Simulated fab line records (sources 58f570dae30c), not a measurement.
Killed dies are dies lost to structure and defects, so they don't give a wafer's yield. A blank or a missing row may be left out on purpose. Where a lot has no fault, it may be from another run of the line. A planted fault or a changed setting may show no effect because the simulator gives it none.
Matching of chambers ; flow berkeley_cmos170 ; UCB170_V2_CMP_02 on cmp-02 has 4 sister chambers
The step polishes SiO2. 33 wafers are shown with their chamber, then 12 later ones without.

EACH WAFER AND ITS CHAMBER
wafer;chamber;motor_current_A (A)
L077.1;1;15.5
L077.4;3;18.9
L077.5;3;18.2
L080.1;0;15.8
L080.2;3;17.9
L080.4;2;15.4
L083.1;0;16.0
L083.5;3;18.8
L083.6;0;15.6
L084.1;3;17.9
L084.3;2;15.5
L084.6;0;14.9
L084.2;0;15.9
L084.4;1;15.0
L084.5;3;18.5
L086.2;1;14.9
L086.5;3;18.5
L086.6;0;16.2
L087.1;1;14.7
L087.4;3;18.2
L087.5;0;15.7
L090.1;3;18.5
L090.2;1;15.7
L090.6;0;15.9
L092.2;3;18.9
L092.3;2;15.0
L092.6;0;15.9
L092.1;1;15.8
L092.4;0;16.3
L092.5;3;17.9
L097.2;2;15.4
L097.3;3;18.1
L097.4;1;15.6

SIGNATURES (averages over the wafers above)
reading;chamber 0;chamber 1;chamber 2;chamber 3;scatter within a chamber
motor_current_A;15.820;15.314;15.325;18.358;0.382
Rule: a wafer's distance from a chamber is the root of the sum, over the readings, of the square of ((its reading less the chamber's mean) divided by the reading's scatter). The wafer belongs to the nearest chamber; if the next one is less than 2 further off, it can't be placed. The scatter is the square root of a quotient: the sum, over the shown wafers, of each reading's squared deviation from its chamber's mean, divided by wafers minus chambers.

WAFERS WITHOUT THEIR CHAMBER
wafer;motor_current_A (A)
L097.1;16.5
L097.5;15.7
L097.6;17.7
L094.1;18.9
L094.2;15.2
L094.4;14.3
L096.2;16.8
L096.3;15.4
L096.5;15.5
L096.1;14.3
L096.4;17.7
L096.6;15.3

THE CHAMBER EACH PASSED THROUGH
wafer;from the rows above;in truth
L097.1;can't be placed: 0 or 2 or 1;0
L097.5;can't be placed: 0 or 2 or 1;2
L097.6;3;3
L094.1;3;3
L094.2;can't be placed: 1 or 2 or 0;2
L094.4;can't be placed: 1 or 2 or 0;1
L096.2;can't be placed: 0 or 2 or 1 or 3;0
L096.3;can't be placed: 2 or 1 or 0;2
L096.5;can't be placed: 2 or 1 or 0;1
L096.1;can't be placed: 1 or 2 or 0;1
L096.4;3;3
L096.6;can't be placed: 1 or 2 or 0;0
Correctly placed: 3 of 12. Not placeable from these rows: 9 (in 9, the candidates include the true chamber). 0 placed wrongly.
